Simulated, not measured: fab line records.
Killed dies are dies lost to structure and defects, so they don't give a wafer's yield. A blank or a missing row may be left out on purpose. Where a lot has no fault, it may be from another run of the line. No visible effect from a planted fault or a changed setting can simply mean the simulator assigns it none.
Comparing a struck lot with a sound one :: flow berkeley-cmos170 :: 14 steps out of a route of 331
Sound: wafers L994.1, L994.5, L994.6. Wafers L116.3, L116.4, L116.5 were the ones struck. At the end, the cause is stated.
Per side, at each step with rows, come the tool, then ch with its chambers, and then its first start. Under that, the readings that differ: sound wafers :: struck wafers :: difference of the means :: sigmas: that difference in standard deviations of wafers without a fault.
alike: words and numbers the same on both sides, and readings whose means are apart by under 2 such deviations; not compared: readings that were withheld, readings missing a value for some wafer, numbers with overlapping values and no deviation given by the record, and bounds like >300 which may hide the same value.
A row with sigmas, a row that says differs or no value, or rows on one side alone: a step with any of these is where the two part. Numbers that don't overlap but have no deviation are shown without sigmas and don't part them. A reading missing from all wafers of one side parts the sides only when that side holds two or more wafers.

first, 3 steps without rows for these wafers: UCB170_PWELL_CLEAN_00 (cleans in SPM, time 600 s); UCB170_PWELL_CLEAN_01 (cleans in dHF, time 60 s); UCB170_PWELL_OXIDATION_02 (target thk 26.4 nm, ox time 1260 s).
UCB170_PWELL_THK_MEAS_03:
  sound: film-metro-03 at day 2 16:17; struck: film-metro-04 at day 7 05:30
  alike: PWELL_OXIDE_THK
then, 2 steps without rows for these wafers: UCB170_PWELL_ANNEAL_04 (time 900 s); UCB170_PWELL_CVD_05 (deposits Si3N4 from SiH2Cl2/NH3, target thk 220 nm, time 3300 s).
UCB170_PWELL_THK_MEAS_06:
  sound: film-metro-04 at day 2 23:07; struck: film-metro-04 at day 7 09:58
  alike: PWELL_NITRIDE_THK
then, 5 steps without rows for these wafers: UCB170_PWELL_HMDS_07 (prime time 60 s); UCB170_PWELL_COAT_08 (resist thk 900 nm); UCB170_PWELL_SOFTBAKE_09 (time 60 s); UCB170_PWELL_EXPOSE_10 (exposes mask PWELL, target cd 3000 nm); UCB170_PWELL_PEB_11.
UCB170_PWELL_DEVELOP_12: develop time 45 s.
  sound on litho-track-03 ch 0, day 3 00:00; struck on litho-track-03, day 7 11:00
  no value came back on the struck wafers for chill-plate-temp-C (C), develop-time-s (s); on the sound wafers chill-plate-temp-C (C) reads 22.96 22.94 22.90
reading: model.KrF_of_PWELL_COAT_08.thk-nm (nm)
sound: 888.2 887.8 887.4
struck: 898 896.2 898.7
difference: +10
sigmas: 
UCB170_PWELL_OVL_MEAS_13:
  sound: overlay-01 at day 3 00:27; struck: overlay-02 at day 7 11:29
reading: PWELL_OVL (nm)
sound: -4 -6 -4
struck: - - -
difference: no value on the struck wafers
sigmas: 

== WHERE THEY PART ==
First at UCB170_PWELL_DEVELOP_12; last, within this record, at UCB170_PWELL_OVL_MEAS_13.

WHY: the cause the simulator had injected
Skipped step whole: litho-track-03, from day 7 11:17 on, at UCB170_PWELL_DEVELOP_12. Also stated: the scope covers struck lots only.
